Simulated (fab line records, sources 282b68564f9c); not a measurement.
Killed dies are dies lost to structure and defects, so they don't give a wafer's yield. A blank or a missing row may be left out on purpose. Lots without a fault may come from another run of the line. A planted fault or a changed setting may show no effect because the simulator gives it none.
fab line records | flow rit_cmos
record lots=5 wafers=23
route steps=202 shown NLDD@111 SDANNEAL@156 PSD@157 PLDD@159 CONTACT@173 M1@188
start_h: hours from the record's first day to the start of the lot's first wafer shown | wait_h: hours since the lot's step before | " the same as in the row above | L1.1+2: a row that stands for several wafers | - no value, or no start given | * or withheld: withheld | < > ~ a bound
route shown NAME@n: a module of which the file shows steps, and the number in the route of the first | usual: mean/standard deviation of fault-free wafers | same: alike in all rows | chamber/n: place in a boat | sites: the reading at each site | _std_site: their standard deviation | _edge_site: outer sites' mean less inner sites' | radius_mm: how far each site lies from the wafer's centre | mask NAME#n: copy n | behind: the tool/chamber that last shaped the wafer | hold: why the lot was held/for how many hours/how that ended | device: the transistor (n, p or np) that didn't switch | end of line: the same wafers' tests at the end of the route | a step without rows: its recipe alone | killed: dies lost to structure and defects at the first sort, not the wafer's yield | map: a wafer's dies, x killed, . not, _ none there
set.NAME: the setting as run; set.NAME@STEP: as run at that earlier step | model.NAME: the simulator's own value behind a step, which no gauge read
lots whose settings were changed on purpose; a table a step, a row a wafer
## steps
# step RIT_NLDD_IMPLANT_08
# recipe species=P energy_kev=20 dose_cm2=5e+14 tilt_deg=7
# columns lot.wafer tool chamber start_h wait_h set.energy_kev model.implant.drp_nm
L075.1+2+3 implanter-01 0 46.67 0.1 20.62 13.21
L075.4+5 " 0 " " 20 12.97
L077.2+5+6 implanter-03 0 58.83 0.1 20 12.97
L078.1+2+5 implanter-01 0 62.24 0.1 19.21 12.66
L078.3+6 " 0 " " 20 12.97
L079.2+5+6 implanter-01 0 66.46 0.1 18.88 12.53
L079.3+4 " 0 " " 20 12.97
L085.1+2+3 implanter-03 0 96.30 0.1 20 12.97
L085.5+6 " 0 " " 20.73 13.25
# step RIT_NLDD_STRIP_09
# recipe chemistry=O2 time_s=180 resist=NOVOLAK platen_temp_c=withheld power_w=513.2 pressure_mtorr=4000 o2_flow_sccm=4000
# step RIT_NLDD_TW_MEAS_10
# usual NLDD_TW=2487/12
# columns lot.wafer tool chamber start_h wait_h set.energy_kev@NLDD_IMPLANT_08 NLDD_TW
L075.1 film_metro-02 - 46.99 0.1 20.62 2497
L075.2 " - " " 20.62 2502
L075.3 " - " " 20.62 2487
L075.4 " - " " 20 2476
L075.5 " - " " 20 2482
L077.2 film_metro-01 - 59.14 0.1 20 2475
L077.5 " - " " 20 2478
L077.6 " - " " 20 2466
L078.1 film_metro-02 - 62.57 0.1 19.21 2478
L078.2 " - " " 19.21 2484
L078.3 " - " " 20 2518
L078.5 " - " " 19.21 2466
L078.6 " - " " 20 2515
L079.2 film_metro-02 - 66.77 0.1 18.88 2458
L079.3 " - " " 20 2493
L079.4 " - " " 20 2492
L079.5 " - " " 18.88 2454
L079.6 " - " " 18.88 2453
L085.1 film_metro-01 - 96.62 0.1 20 2488
L085.2 " - " " 20 2485
L085.3 " - " " 20 2472
L085.5 " - " " 20.73 2488
L085.6 " - " " 20.73 2499
# step RIT_SDANNEAL_RTA_03
# recipe temp_c=1050 time_s=5 idle_temp_c=600 ramp_up_c_per_s=342 ramp_down_c_per_s=171 cool_to_c=600 ambient=N2
# columns lot.wafer tool chamber start_h wait_h set.time_s
L075.1+2+3+4+5 rtp_anneal-02 0 54.46 0.0 5
L077.2+5+6 rtp_anneal-02 0 66.72 0.0 5
L078.1+2+3+5+6 rtp_anneal-01 0 70.02 0.0 5
L079.2+4 rtp_anneal-02 0 74.34 0.0 5.568
L079.3+5+6 " 0 " " 5
L085.1+3 rtp_anneal-02 0 103.88 0.0 5.721
L085.2+5+6 " 0 " " 5
# step RIT_SDANNEAL_RS_MEAS_04
# recipe thk_meas_gauge=four-point-probe
# usual PSD_RS=115.9/0.31
# columns lot.wafer tool chamber start_h wait_h set.time_s@SDANNEAL_RTA_03 PSD_RS[ohm/sq]
L075.1 film_metro-02 - 54.51 0.0 5 116.0
L075.2 " - " " 5 116.5
L075.3 " - " " 5 116.3
L075.4 " - " " 5 116.0
L075.5 " - " " 5 116.4
L077.2 film_metro-03 - 66.79 0.1 5 116.1
L077.5 " - " " 5 116.2
L077.6 " - " " 5 115.7
L078.1 film_metro-03 - 70.07 0.0 5 115.9
L078.2 " - " " 5 115.6
L078.3 " - " " 5 115.6
L078.5 " - " " 5 115.9
L078.6 " - " " 5 116.0
L079.2 film_metro-01 - 74.41 0.1 5.568 114.5
L079.3 " - " " 5 116.3
L079.4 " - " " 5.568 114.0
L079.5 " - " " 5 116.2
L079.6 " - " " 5 115.6
L085.1 film_metro-01 - 103.94 0.0 5.721 113.7
L085.2 " - " " 5 116.0
L085.3 " - " " 5.721 113.7
L085.5 " - " " 5 116.0
L085.6 " - " " 5 115.9
# step RIT_SDANNEAL_RS_MEAS_06
# recipe thk_meas_gauge=four-point-probe
# usual PLDD_RS=178.5/0.51
# columns lot.wafer tool chamber start_h wait_h set.time_s@SDANNEAL_RTA_03 PLDD_RS[ohm/sq]
L075.1 film_metro-02 - 54.75 0.1 5 179.2
L075.2 " - " " 5 178.9
L075.3 " - " " 5 178.7
L075.4 " - " " 5 178.8
L075.5 " - " " 5 178.6
L077.2 film_metro-03 - 67.03 0.1 5 178.7
L077.5 " - " " 5 179.3
L077.6 " - " " 5 179.1
L078.1 film_metro-03 - 70.31 0.1 5 178.1
L078.2 " - " " 5 178.3
L078.3 " - " " 5 178.0
L078.5 " - " " 5 178.4
L078.6 " - " " 5 178.2
L079.2 film_metro-01 - 74.65 0.1 5.568 176.2
L079.3 " - " " 5 177.9
L079.4 " - " " 5.568 176.3
L079.5 " - " " 5 178.1
L079.6 " - " " 5 177.5
L085.1 film_metro-01 - 104.18 0.1 5.721 176.5
L085.2 " - " " 5 179.0
L085.3 " - " " 5.721 176.8
L085.5 " - " " 5 178.7
L085.6 " - " " 5 179.1
# step RIT_CONTACT_EXPOSE_05
# recipe mask_id=M11 na=0.6 source_shape=conventional sigma_outer=0.5 target_cd_nm=1000 dose_mj=250
# columns lot.wafer tool chamber start_h wait_h mask set.dose_mj
L075.1+3+5 iline_stepper-02 0 56.20 0.2 M11#0 233.2
L075.2+4 " 0 " " M11#0 250
L077.2+5+6 iline_stepper-01 0 68.49 0.2 M11#0 250
L078.1+2+3 iline_stepper-01 0 71.65 0.1 M11#0 250
L078.5+6 " 0 " " M11#0 266.3
L079.2+3 iline_stepper-02 0 76.16 0.3 M11#0 236.7
L079.4+5+6 " 0 " " M11#0 250
L085.1+2+5 iline_stepper-01 0 105.62 0.2 M11#0 238.8
L085.3+6 " 0 " " M11#0 250
# step RIT_CONTACT_PEB_06
# recipe resist=NOVOLAK temp_c=withheld time_s=withheld
# step RIT_CONTACT_DEVELOP_07
# recipe resist=NOVOLAK develop_time_s=122.4 dev_temp_c=23
# columns lot.wafer tool chamber start_h wait_h set.dose_mj@CONTACT_EXPOSE_05 model.CONTACT.cd_nm
L075.1 litho_track-03 0 - - 233.2 980.2
L075.2+4 " 0 " " 250 1001
L075.3 " 0 " " 233.2 981.4
L075.5 " 0 " " 233.2 980.4
L077.2 litho_track-03 0 - - 250 995.1
L077.5 " 0 " " 250 997.5
L077.6 " 0 " " 250 994.7
L078.1 litho_track-02 0 - - 250 1001
L078.2 " 0 " " 250 999.4
L078.3 " 0 " " 250 1000
L078.5 " 0 " " 266.3 1016
L078.6 " 0 " " 266.3 1017
L079.2 litho_track-02 0 - - 236.7 985
L079.3 " 0 " " 236.7 984.9
L079.4+6 " 0 " " 250 999.6
L079.5 " 0 " " 250 1000
L085.1 litho_track-04 0 - - 238.8 987.9
L085.2 " 0 " " 238.8 988.2
L085.3 " 0 " " 250 1001
L085.5 " 0 " " 238.8 988
L085.6 " 0 " " 250 998.4
# step RIT_CONTACT_CD_MEAS_08
# recipe target_cd_nm=1000
# usual cd_nm=999.7/2.6
# columns lot.wafer tool chamber start_h wait_h set.dose_mj@CONTACT_EXPOSE_05 cd_nm
L075.1 cd_sem-02 - 56.71 - 233.2 980.2
L075.2 " - " " 250 1001.0
L075.3 " - " " 233.2 981.4
L075.4 " - " " 250 1002.0
L075.5 " - " " 233.2 980.2
L077.2 cd_sem-02 - 69.01 - 250 995.4
L077.5 " - " " 250 997.4
L077.6 " - " " 250 994.6
L078.1 cd_sem-01 - 72.17 - 250 1001.3
L078.2 " - " " 250 999.6
L078.3 " - " " 250 1000.0
L078.5 " - " " 266.3 1016.1
L078.6 " - " " 266.3 1016.9
L079.2 cd_sem-02 - 76.68 - 236.7 984.9
L079.3 " - " " 236.7 984.8
L079.4 " - " " 250 999.4
L079.5 " - " " 250 1000.2
L079.6 " - " " 250 999.5
L085.1 cd_sem-02 - 106.18 - 238.8 988.4
L085.2 " - " " 238.8 988.1
L085.3 " - " " 250 1001.0
L085.5 " - " " 238.8 988.1
L085.6 " - " " 250 998.1
# step RIT_CONTACT_HARDBAKE_10
# recipe resist=NOVOLAK temp_c=140 time_s=60
# step RIT_CONTACT_ETCH_11
# recipe target_depth_a=4800 over_etch_frac=0.2 stop_on=TiSi2 chemistry=CHF3/CF4/Ar target=SiO2 CHF3_flow_sccm=50 cf4_flow_sccm=10 Ar_flow_sccm=100 O2_flow_sccm=5 pressure_mtorr=100 rf_w=200 time_s=320
# columns lot.wafer tool chamber start_h wait_h set.dose_mj@CONTACT_EXPOSE_05 model.CONTACT.cd_nm
L075.1+5 rie_diel-04 1,3 57.02 0.1 233.2 980.5
L075.2+4 " 0,3 " " 250 1001
L075.3 " 2 " " 233.2 981.4
L077.2 rie_diel-03 3 69.30 0.1 250 995
L077.5 " 3 " " 250 997.5
L077.6 " 2 " " 250 994.6
L078.1 rie_diel-04 0 72.48 0.1 250 1001
L078.2 " 3 " " 250 999.6
L078.3 " 2 " " 250 1000
L078.5 " 2 " " 266.3 1016
L078.6 " 3 " " 266.3 1017
L079.2 rie_diel-04 1 76.97 0.1 236.7 985
L079.3 " 0 " " 236.7 984.7
L079.4 " 2 " " 250 999.3
L079.5 " 2 " " 250 1000
L079.6 " 3 " " 250 999.5
L085.1 rie_diel-03 1 106.48 0.1 238.8 987.8
L085.2 " 0 " " 238.8 988.3
L085.3 " 2 " " 250 1001
L085.5 " 1 " " 238.8 988.2
L085.6 " 2 " " 250 998.3
# step RIT_CONTACT_STRIP_12
# recipe chemistry=O2 time_s=180 resist=NOVOLAK platen_temp_c=withheld power_w=500 pressure_mtorr=4000 o2_flow_sccm=4000
# step RIT_CONTACT_CD_MEAS_90
# recipe target_cd_nm=1000
# usual cd_nm=999.7/2.7
# columns lot.wafer tool chamber start_h wait_h set.dose_mj@CONTACT_EXPOSE_05 cd_nm
L075.1 cd_sem-02 - 57.39 0.1 233.2 980.6
L075.2 " - " " 250 1001.0
L075.3 " - " " 233.2 981.2
L075.4 " - " " 250 1001.4
L075.5 " - " " 233.2 980.3
L077.2 cd_sem-02 - 69.69 0.1 250 995.1
L077.5 " - " " 250 997.4
L077.6 " - " " 250 994.9
L078.1 cd_sem-01 - 72.88 0.1 250 1001.5
L078.2 " - " " 250 999.4
L078.3 " - " " 250 1000.2
L078.5 " - " " 266.3 1016.5
L078.6 " - " " 266.3 1016.7
L079.2 cd_sem-01 - 77.35 0.1 236.7 985.1
L079.3 " - " " 236.7 984.5
L079.4 " - " " 250 999.4
L079.5 " - " " 250 1000.1
L079.6 " - " " 250 999.5
L085.1 cd_sem-02 - 106.85 0.1 238.8 988.0
L085.2 " - " " 238.8 988.6
L085.3 " - " " 250 1001.1
L085.5 " - " " 238.8 988.3
L085.6 " - " " 250 998.1
# step RIT_M1_COAT_04
# recipe resist=NOVOLAK spin_rpm=2000 resist_thk_nm=1300
# columns lot.wafer tool chamber start_h wait_h set.resist_thk_nm model.NOVOLAK_of_M1_COAT_04.thk_nm
L075.1 litho_track-03 0 58.50 0.1 1300 1301
L075.2 " 0 " " 1275 1277
L075.3 " 0 " " 1275 1275
L075.4 " 0 " " 1275 1274
L075.5 " 0 " " 1300 1298
L077.2 litho_track-03 0 70.82 0.1 1300 1298
L077.5 " 0 " " 1300 1296
L077.6 " 0 " " 1300 1294
L078.1+2+6 litho_track-01 0 74.00 0.1 1300 1300
L078.3 " 0 " " 1300 1298
L078.5 " 0 " " 1300 1301
L079.2 litho_track-03 0 78.47 0.1 1300 1296
L079.3 " 0 " " 1300 1295
L079.4+5+6 " 0 " " 1300 1300
L085.1 litho_track-03 0 107.95 0.1 1278 1279
L085.2 " 0 " " 1300 1299
L085.3 " 0 " " 1300 1300
L085.5+6 " 0 " " 1278 1282
## key
split step=RIT_NLDD_IMPLANT_08 setting=energy_kev stated=20 by=wafer
response step=RIT_NLDD_IMPLANT_08 reading=model.implant.drp_nm change=+0.0786 per=1% r=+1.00
response step=RIT_NLDD_TW_MEAS_10 reading=NLDD_TW change=+6.61 per=1% r=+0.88
split step=RIT_SDANNEAL_RTA_03 setting=time_s stated=5 by=wafer
response step=RIT_SDANNEAL_RS_MEAS_04 reading=PSD_RS change=-0.158 per=1% r=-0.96
response step=RIT_SDANNEAL_RS_MEAS_06 reading=PLDD_RS change=-0.153 per=1% r=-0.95
split step=RIT_CONTACT_EXPOSE_05 setting=dose_mj stated=250 by=wafer
response step=RIT_CONTACT_DEVELOP_07 reading=model.CONTACT.cd_nm change=+2.77 per=1% r=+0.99
response step=RIT_CONTACT_CD_MEAS_08 reading=cd_nm change=+2.76 per=1% r=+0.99
response step=RIT_CONTACT_ETCH_11 reading=model.CONTACT.cd_nm change=+2.74 per=1% r=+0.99
response step=RIT_CONTACT_CD_MEAS_90 reading=cd_nm change=+2.74 per=1% r=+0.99
split step=RIT_M1_COAT_04 setting=resist_thk_nm stated=1300 by=wafer
response step=RIT_M1_COAT_04 reading=model.NOVOLAK_of_M1_COAT_04.thk_nm change=+11.9 per=1% r=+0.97
